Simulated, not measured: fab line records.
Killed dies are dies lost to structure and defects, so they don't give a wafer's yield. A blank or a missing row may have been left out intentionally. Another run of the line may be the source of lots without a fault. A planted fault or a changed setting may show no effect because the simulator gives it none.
Chamber matching ; flow berkeleyCmos170 ; UCB170_V2_CMP_02 on cmp-02 has 4 sister chambers
The step polishes SiO2. 18 wafers are shown with their chamber, then 9 later ones without.

## WAFERS WITH THEIR CHAMBER
wafer;chamber;motorCurrentA (A)
L388.1;3;16.4
L388.5;0;18.2
L388.6;1;17.9
L389.1;3;15.5
L389.5;0;17.6
L389.6;3;17.4
L390.2;0;17.5
L390.5;2;15.5
L390.6;3;16.5
L391.2;3;16.9
L391.4;1;17.9
L391.6;1;16.9
L393.1;1;17.1
L393.5;2;16.3
L393.6;1;17.8
L396.1;0;18.0
L396.3;1;17.8
L396.4;2;15.5

SIGNATURES, as means of the wafers listed above
reading;chamber 0;chamber 1;chamber 2;chamber 3;scatter within a chamber
motorCurrentA;17.825;17.567;15.767;16.540;0.515
Rule: a wafer lies at a distance from a chamber equal to the root of the sum of squares, over the readings, of (its reading less the chamber's mean, divided by the reading's scatter). The wafer belongs to the nearest chamber; if the next one is less than 2 further off, it can't be placed. The scatter: take each reading less its chamber's mean, square it, sum over the shown wafers, divide by the number of wafers less the number of chambers, and take the root.

## WAFERS WITH NO CHAMBER GIVEN
wafer;motorCurrentA (A)
L400.4;15.5
L400.5;16.2
L400.6;16.4
L399.3;18.2
L399.4;18.3
L399.6;16.7
L405.1;17.7
L405.3;16.6
L405.6;17.5

## EACH ONE'S CHAMBER
wafer;from the rows above;in truth
L400.4;can't be placed: 2 or 3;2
L400.5;can't be placed: 3 or 2 or 1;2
L400.6;can't be placed: 3 or 2 or 1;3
L399.3;can't be placed: 0 or 1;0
L399.4;can't be placed: 0 or 1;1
L399.6;can't be placed: 3 or 1 or 2 or 0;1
L405.1;can't be placed: 0 or 1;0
L405.3;can't be placed: 3 or 2 or 1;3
L405.6;can't be placed: 1 or 0 or 3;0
Correctly placed: 0 of 9. From these rows, 9 cannot be placed; in 9 the true chamber is one of the candidates. Number placed wrongly: 0.
